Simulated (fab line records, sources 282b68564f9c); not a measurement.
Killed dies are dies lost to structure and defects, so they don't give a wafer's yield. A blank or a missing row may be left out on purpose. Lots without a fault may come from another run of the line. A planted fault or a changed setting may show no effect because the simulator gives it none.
fab line records | flow rit_cmos
record lots=15 wafers=45 last_day=7
route steps=202 shown CONTACT@172 M1@202
lots that met no fault: from a run of the same line without faults
start_h: hours from the record's first day to the start of the lot's first wafer shown | wait_h: hours since the lot's step before | " the same as in the row above | L1.1+2: a row that stands for several wafers | - no value, or no start given | * or withheld: withheld | < > ~ a bound
route shown NAME@n: a module of which the file shows steps, and the number in the route of the first | usual: mean/standard deviation of fault-free wafers | same: alike in all rows | chamber/n: place in a boat | sites: the reading at each site | _std_site: their standard deviation | _edge_site: outer sites' mean less inner sites' | radius_mm: how far each site lies from the wafer's centre | mask NAME#n: copy n | behind: the tool/chamber that last shaped the wafer | hold: why the lot was held/for how many hours/how that ended | device: the transistor (n, p or np) that didn't switch | end of line: the same wafers' tests at the end of the route | a step without rows: its recipe alone | killed: dies lost to structure and defects at the first sort, not the wafer's yield | map: a wafer's dies, x killed, . not, _ none there
set.NAME: the setting as run; set.NAME@STEP: as run at that earlier step | model.NAME: the simulator's own value behind a step, which no gauge read
steps of the route over a sample of lots; a table a step, a row a wafer
## steps
# step RIT_CONTACT_SOFTBAKE_04
# recipe resist=NOVOLAK temp_c=90 time_s=60
# usual heater_power_total_W=34.56/0.048 run_length_s=89.38/0.17
# columns lot.wafer tool chamber start_h wait_h heater_power_total_W run_length_s
L925.3 litho_track-04 0 53.93 0.1 34.53 89.57
L925.4 " 0 " " 34.57 89.49
L925.5 " 0 " " 34.55 89.67
L926.1 litho_track-03 0 55.94 0.1 34.57 89.30
L926.5 " 0 " " 34.45 89.29
L926.6 " 0 " " 34.53 89.31
L927.1 litho_track-03 0 62.45 0.1 34.61 89.34
L927.5 " 0 " " 34.56 89.32
L927.6 " 0 " " 34.50 89.49
L929.1 litho_track-04 0 72.65 0.1 34.53 89.52
L929.2 " 0 " " 34.55 89.33
L929.5 " 0 " " 34.56 89.36
L930.2 litho_track-01 0 76.33 0.1 34.61 89.04
L930.5 " 0 " " 34.57 89.36
L930.6 " 0 " " 34.50 89.07
L932.3 litho_track-01 0 86.57 0.1 34.52 89.22
L932.5 " 0 " " 34.50 89.16
L932.6 " 0 " " 34.61 89.09
L935.1 litho_track-04 0 101.55 0.1 34.57 89.37
L935.4 " 0 " " 34.52 89.32
L935.6 " 0 " " 34.55 89.40
L936.2 litho_track-03 0 106.67 0.1 34.58 89.32
L936.3 " 0 " " 34.56 89.37
L936.6 " 0 " " 34.50 89.25
L939.1 litho_track-04 0 121.69 0.1 34.55 89.34
L939.3 " 0 " " 34.53 89.65
L939.4 " 0 " " 34.60 89.40
L940.1 litho_track-04 0 125.69 0.1 46.63 48.99
L940.4 " 0 " " 46.65 48.72
L940.5 " 0 " " 46.65 48.62
L941.2 litho_track-01 0 131.31 0.1 34.56 89.09
L941.4 " 0 " " 34.47 89.30
L941.5 " 0 " " 34.61 89.07
L942.3 litho_track-04 0 136.44 0.1 46.68 48.64
L942.5 " 0 " " 46.72 48.77
L942.6 " 0 " " 46.65 48.90
L943.2 litho_track-04 0 141.13 0.1 46.68 48.67
L943.3 " 0 " " 46.65 48.62
L943.6 " 0 " " 46.44 48.61
L946.1 litho_track-01 0 155.64 0.1 34.60 89.04
L946.3 " 0 " " 34.57 89.07
L946.5 " 0 " " 34.56 89.12
L947.2 litho_track-03 0 160.60 0.1 34.56 89.31
L947.4 " 0 " " 34.48 89.57
L947.6 " 0 " " 34.57 89.53
# step RIT_M1_PROBE_99
# usual killed_at_M0_to_M3=0.0/0.14 killed_at_front_end=6.5/3 killed_dies=6.6/3 killed_open=3.4/2.2 killed_short=3.3/1.7
# same gross_dies=264 killed_at_M4_up=0 killed_at_back_side=0 killed_at_contacts=0 killed_at_other=0
# columns lot.wafer tool chamber start_h wait_h killed_at_M0_to_M3 killed_at_front_end killed_dies killed_open killed_short
L925.3 prober-01 - 60.06 0.2 0 4 4 2 2
L925.4 prober-01 - 60.11 0.2 0 5 5 1 4
L925.5 prober-01 - 60.16 0.2 0 2 2 1 1
L926.1 prober-02 - 61.99 0.1 0 3 3 2 1
L926.5 prober-02 - 62.19 0.2 0 9 9 4 5
L926.6 prober-02 - 62.24 0.2 0 8 8 3 5
L927.1 prober-01 - 68.52 0.1 0 4 4 2 2
L927.5 prober-01 - 68.72 0.2 0 7 7 4 3
L927.6 prober-01 - 68.77 0.2 0 4 4 0 4
L929.1 prober-01 - 78.95 0.1 0 6 6 3 3
L929.2 prober-01 - 79.00 0.1 1 2 3 2 1
L929.5 prober-01 - 79.15 0.2 0 12 12 7 5
L930.2 prober-02 - 83.72 0.1 0 14 14 8 6
L930.5 prober-02 - 83.87 0.2 0 5 5 4 1
L930.6 prober-02 - 83.92 0.2 0 5 5 2 3
L932.3 prober-02 - 92.58 0.2 0 2 2 2 0
L932.5 prober-02 - 92.68 0.2 0 3 3 3 0
L932.6 prober-02 - 92.73 0.2 0 3 3 2 1
L935.1 prober-01 - 107.37 0.1 0 9 9 4 5
L935.4 prober-01 - 107.52 0.2 0 5 5 1 4
L935.6 prober-01 - 107.62 0.2 0 13 13 6 7
L936.2 prober-02 - 112.85 0.1 0 5 5 1 4
L936.3 prober-02 - 112.90 0.2 0 2 2 0 2
L936.6 prober-02 - 113.05 0.2 0 10 10 5 5
L939.1 prober-01 - 127.82 0.1 0 10 10 6 4
L939.3 prober-01 - 127.92 0.2 0 4 4 2 2
L939.4 prober-01 - 127.97 0.2 0 6 6 3 3
L940.1 prober-02 - 131.71 0.1 0 2 2 1 1
L940.4 prober-02 - 131.86 0.2 0 2 2 0 2
L940.5 prober-02 - 131.91 0.2 0 3 3 2 1
L941.2 prober-01 - 138.41 0.1 0 6 6 2 4
L941.4 prober-01 - 138.51 0.2 0 5 5 2 3
L941.5 prober-01 - 138.56 0.2 0 5 5 0 5
L942.3 prober-02 - 143.33 0.2 0 11 11 4 7
L942.5 prober-02 - 143.43 0.2 0 7 7 1 6
L942.6 prober-02 - 143.48 0.2 0 6 6 1 5
L943.2 prober-01 - 147.23 0.1 0 3 3 1 2
L943.3 prober-01 - 147.28 0.2 0 7 7 4 3
L943.6 prober-01 - 147.43 0.2 0 4 4 1 3
L946.1 prober-02 - 162.85 0.1 0 7 7 3 4
L946.3 prober-02 - 162.95 0.2 0 6 6 3 3
L946.5 prober-02 - 163.05 0.2 0 7 7 5 2
L947.2 prober-01 - 168.83 0.1 0 6 6 3 3
L947.4 prober-01 - 168.93 0.2 0 4 4 3 1
L947.6 prober-01 - 169.03 0.2 0 6 6 2 4
# killed by level:class
L925.3 GATE:geometric_particle:short=1 REOX:geometric_particle:open=1 SPACER:geometric_particle:open=1 SPACER:geometric_particle:short=1
L925.4 SILICIDE:geometric_particle:short=2 FOX1:geometric_particle:open=1 GATE:geometric_particle:short=1 SPACER:geometric_particle:short=1
L925.5 FOX1:geometric_particle:short=1 REOX:geometric_particle:open=1
L926.1 GATE:geometric_particle:open=1 GATE:geometric_particle:short=1 SPACER:geometric_particle:open=1
L926.5 GATE:geometric_particle:open=2 SPACER:geometric_particle:short=2 FOX1:geometric_particle:short=1 GATE:geometric_particle:short=1 SPACER:geometric_particle:open=1 SILICIDE:geometric_particle:open=1 SILICIDE:geometric_particle:short=1
L926.6 GATE:geometric_particle:short=3 SPACER:geometric_particle:open=2 FOX1:geometric_particle:short=1 REOX:geometric_particle:open=1 REOX:geometric_particle:short=1
L927.1 GATE:geometric_particle:short=1 REOX:geometric_particle:open=1 SPACER:geometric_particle:open=1 SILICIDE:geometric_particle:short=1
L927.5 FOX1:geometric_particle:short=2 FOX1:geometric_particle:open=2 GATE:geometric_particle:open=1 REOX:geometric_particle:open=1 REOX:geometric_particle:short=1
L927.6 SPACER:geometric_particle:short=2 SILICIDE:geometric_particle:short=2
L929.1 GATE:geometric_particle:open=2 FOX1:geometric_particle:short=1 FOX2:geometric_particle:short=1 GATE:geometric_particle:short=1 SILICIDE:geometric_particle:open=1
L929.2 REOX:geometric_particle:open=1 SILICIDE:geometric_particle:open=1 M1:geometric_particle:short=1
L929.5 GATE:geometric_particle:short=3 SILICIDE:geometric_particle:open=3 GATE:geometric_particle:open=2 FOX2:geometric_particle:open=1 REOX:geometric_particle:open=1 SPACER:geometric_particle:short=1 SILICIDE:geometric_particle:short=1
L930.2 FOX2:geometric_particle:open=3 FOX2:geometric_particle:short=2 GATE:geometric_particle:open=2 SPACER:geometric_particle:open=2 SILICIDE:geometric_particle:short=2 REOX:geometric_particle:short=1 REOX:geometric_particle:open=1 SPACER:geometric_particle:short=1
L930.5 REOX:geometric_particle:open=2 SPACER:geometric_particle:short=1 FOX2:geometric_particle:open=1 GATE:geometric_particle:open=1
L930.6 REOX:geometric_particle:short=2 FOX1:geometric_particle:short=1 REOX:geometric_particle:open=1 SILICIDE:geometric_particle:open=1
L932.3 REOX:geometric_particle:open=2
L932.5 FOX1:geometric_particle:open=1 FOX2:geometric_particle:open=1 GATE:geometric_particle:open=1
L932.6 REOX:geometric_particle:open=2 GATE:geometric_particle:short=1
L935.1 GATE:geometric_particle:short=5 GATE:geometric_particle:open=3 SILICIDE:geometric_particle:open=1
L935.4 REOX:geometric_particle:short=2 GATE:geometric_particle:open=1 GATE:geometric_particle:short=1 SPACER:geometric_particle:short=1
L935.6 FOX1:geometric_particle:short=2 GATE:geometric_particle:open=2 GATE:geometric_particle:short=2 SPACER:geometric_particle:open=2 SILICIDE:geometric_particle:short=2 FOX1:geometric_particle:open=1 SPACER:geometric_particle:short=1 SILICIDE:geometric_particle:open=1
L936.2 SPACER:geometric_particle:short=2 FOX1:geometric_particle:short=1 FOX1:geometric_particle:open=1 SILICIDE:geometric_particle:short=1
L936.3 FOX1:geometric_particle:short=1 REOX:geometric_particle:short=1
L936.6 SPACER:geometric_particle:open=4 SPACER:geometric_particle:short=3 REOX:geometric_particle:short=1 SILICIDE:geometric_particle:short=1 SILICIDE:geometric_particle:open=1
L939.1 FOX2:geometric_particle:open=2 SILICIDE:geometric_particle:short=2 SILICIDE:geometric_particle:open=2 FOX1:geometric_particle:open=1 FOX2:geometric_particle:short=1 GATE:geometric_particle:open=1 REOX:geometric_particle:short=1
L939.3 FOX1:geometric_particle:short=1 FOX1:geometric_particle:open=1 SPACER:geometric_particle:open=1 SILICIDE:geometric_particle:short=1
L939.4 FOX1:geometric_particle:short=1 GATE:geometric_particle:open=1 REOX:geometric_particle:open=1 REOX:geometric_particle:short=1 SPACER:geometric_particle:open=1 SPACER:geometric_particle:short=1
L940.1 REOX:geometric_particle:open=1 SILICIDE:geometric_particle:short=1
L940.4 FOX1:geometric_particle:short=1 FOX2:geometric_particle:short=1
L940.5 FOX1:geometric_particle:open=1 SPACER:geometric_particle:open=1 SILICIDE:geometric_particle:short=1
L941.2 REOX:geometric_particle:short=2 GATE:geometric_particle:short=1 REOX:geometric_particle:open=1 SILICIDE:geometric_particle:short=1 SILICIDE:geometric_particle:open=1
L941.4 GATE:geometric_particle:short=2 REOX:geometric_particle:open=1 REOX:geometric_particle:short=1 SPACER:geometric_particle:open=1
L941.5 FOX1:geometric_particle:short=2 SILICIDE:geometric_particle:short=2 GATE:geometric_particle:short=1
L942.3 GATE:geometric_particle:open=3 GATE:geometric_particle:short=2 REOX:geometric_particle:short=2 FOX2:geometric_particle:short=1 SPACER:geometric_particle:open=1 SPACER:geometric_particle:short=1 SILICIDE:geometric_particle:short=1
L942.5 GATE:geometric_particle:short=3 FOX1:geometric_particle:short=1 GATE:geometric_particle:open=1 REOX:geometric_particle:short=1 SPACER:geometric_particle:short=1
L942.6 GATE:geometric_particle:short=2 SPACER:geometric_particle:short=2 FOX1:geometric_particle:short=1 FOX2:geometric_particle:open=1
L943.2 GATE:geometric_particle:short=1 REOX:geometric_particle:open=1 SPACER:geometric_particle:short=1
L943.3 FOX1:geometric_particle:open=2 GATE:geometric_particle:open=2 GATE:geometric_particle:short=1 SPACER:geometric_particle:short=1 SILICIDE:geometric_particle:short=1
L943.6 FOX1:geometric_particle:short=1 FOX1:geometric_particle:open=1 GATE:geometric_particle:short=1 REOX:geometric_particle:short=1
L946.1 FOX1:geometric_particle:short=2 FOX1:geometric_particle:open=1 GATE:geometric_particle:short=1 REOX:geometric_particle:open=1 REOX:geometric_particle:short=1 SILICIDE:geometric_particle:open=1
L946.3 GATE:geometric_particle:short=3 FOX1:geometric_particle:open=1 REOX:geometric_particle:open=1 SPACER:geometric_particle:open=1
L946.5 GATE:geometric_particle:open=3 FOX2:geometric_particle:open=1 GATE:geometric_particle:short=1 SPACER:geometric_particle:open=1 SILICIDE:geometric_particle:short=1
L947.2 FOX1:geometric_particle:short=2 GATE:geometric_particle:open=2 FOX1:geometric_particle:open=1 FOX2:geometric_particle:short=1
L947.4 GATE:geometric_particle:open=2 GATE:geometric_particle:short=1 SPACER:geometric_particle:open=1
L947.6 FOX1:geometric_particle:short=2 FOX1:geometric_particle:open=1 FOX2:geometric_particle:short=1 GATE:geometric_particle:short=1 REOX:geometric_particle:open=1
## key
first_sign step=RIT_CONTACT_SOFTBAKE_04 reading=heater_power_total_W direction=up sigmas=99+ usual=34.56 struck=46.64
effect step=RIT_CONTACT_SOFTBAKE_04 reading=run_length_s direction=down sigmas=99+ usual=* struck=*
met_at RIT_CONTACT_SOFTBAKE_04
struck_lots L940,L942,L943
tester_left_out L940,L942,L943
onset_between 121.69 125.69
fault kind=process_parameter_drift tool=litho_track-04 chamber=- onset_h=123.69 steps=RIT_CONTACT_SOFTBAKE_04 channel=time_s offset=* shape=step end_h=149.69 acts_in=* stated=*
# tester_left_out: of these lots the tester's yield and bins aren't shown, on N5 and GAA mostly nor the transistor test; their killed dies are dies lost to structure and defects alone, not to doping, threshold or leakage, so they don't give the yield
